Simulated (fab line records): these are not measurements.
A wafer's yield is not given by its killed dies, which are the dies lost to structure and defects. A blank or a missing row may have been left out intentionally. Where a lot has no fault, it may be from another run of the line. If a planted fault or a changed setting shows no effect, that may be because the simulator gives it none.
The same fault as seen by 2 desks    flow berkeley-cmos170    each desk holds nothing but its own numbers, with what lay behind them at the end

== AT THE METROLOGY DESK ==
Means of the sampled wafers that have a number, per lot and without regard to the tool the lot ran on: this is what the gauges read. Marked OUT: a lot whose mean sits more than 4 standard deviations from the usual mean, which makes it out of limits; the brackets give that distance.
Columns: A = FIELD_OXIDE_THK at UCB170_FIELD_THK_MEAS_02, usual 561 nm; B = PVT_TW at UCB170_PVT_TW_MEAS_09, usual 505; C = NSD_TW at UCB170_NSD_TW_MEAS_10, usual 4176
lot   first seen here  A    B    C
L498  day 4 18:08      570  509  4181
L500  day 5 11:37      572  501  4170
L501  day 5 11:41      584  508  4158
L502  day 5 15:20      570  504  4175
L505  day 6 05:28      553  505  4175
L504  day 6 05:29      578  502  4177
L506  day 7 03:50      553  505  4156
L507  day 7 03:50      573  500  4156
L508  day 7 03:50      552  506  4211
L509  day 7 03:54      555  507  4201
L510  day 7 09:31      566  505  4177
L511  day 7 09:32      569  501  4231
L513  day 8 03:51      556  513  4156
L514  day 8 03:55      556  504  4183
L520  day 9 00:05      558  504  4176
This desk's verdict: no lot among the 15 shows anything out of limits.

== THE TOOL OWNER'S DESK: pecvd-03 ==
The tool's own readings at UCB170_SPACER_CVD_00 (deposits SiO2 from TEOS/O2, target thk 376 nm, time 47 s): means of the sampled wafers that have a number, for each lot that ran on this tool. Marked OUT: a lot whose mean sits more than 4 standard deviations from the usual mean, which makes it out of limits; the brackets give that distance.
Columns: A = heater-power-w at UCB170_SPACER_CVD_00, usual 263 W; B = rf-fwd-power-W at UCB170_SPACER_CVD_00, usual 545.4 W
lot   first seen here  A    B
L502  day 7 10:12      278  544.1
L505  day 8 06:39      227  544.2
L506  day 9 01:27      233  544.6
L508  day 9 02:05      243  547.1
L511  day 9 06:22      293  480.8 (-34) OUT
L513  day 9 21:54      305  481.0 (-34) OUT
L514  day 9 22:16      266  479.1 (-35) OUT
This desk's finding: out of limits on L511, L513, L514; first on L511, day 9 06:22 (rf-fwd-power-W at UCB170_SPACER_CVD_00). L502, L505, L506, L508 stayed within limits.

== PUT TOGETHER ==
The tool owner's desk had the chance to raise an alarm at day 9 06:22 on L511, L513, L514.
At the metrology desk, nothing out of limits was observed.
The metrology desk holds a record of L511, L513, L514, inside its limits.
The lots listed all ran UCB170_SPACER_CVD_00 on pecvd-03.

== WHAT THE SIMULATOR PUT IN ==
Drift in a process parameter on pecvd-03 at UCB170_SPACER_CVD_00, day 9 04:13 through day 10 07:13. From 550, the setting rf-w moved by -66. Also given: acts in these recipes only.
Struck lots among those shown: L511, L513, L514.
Hours from the fault's start to each desk's first reading out of limits: the tool owner's desk, 2.
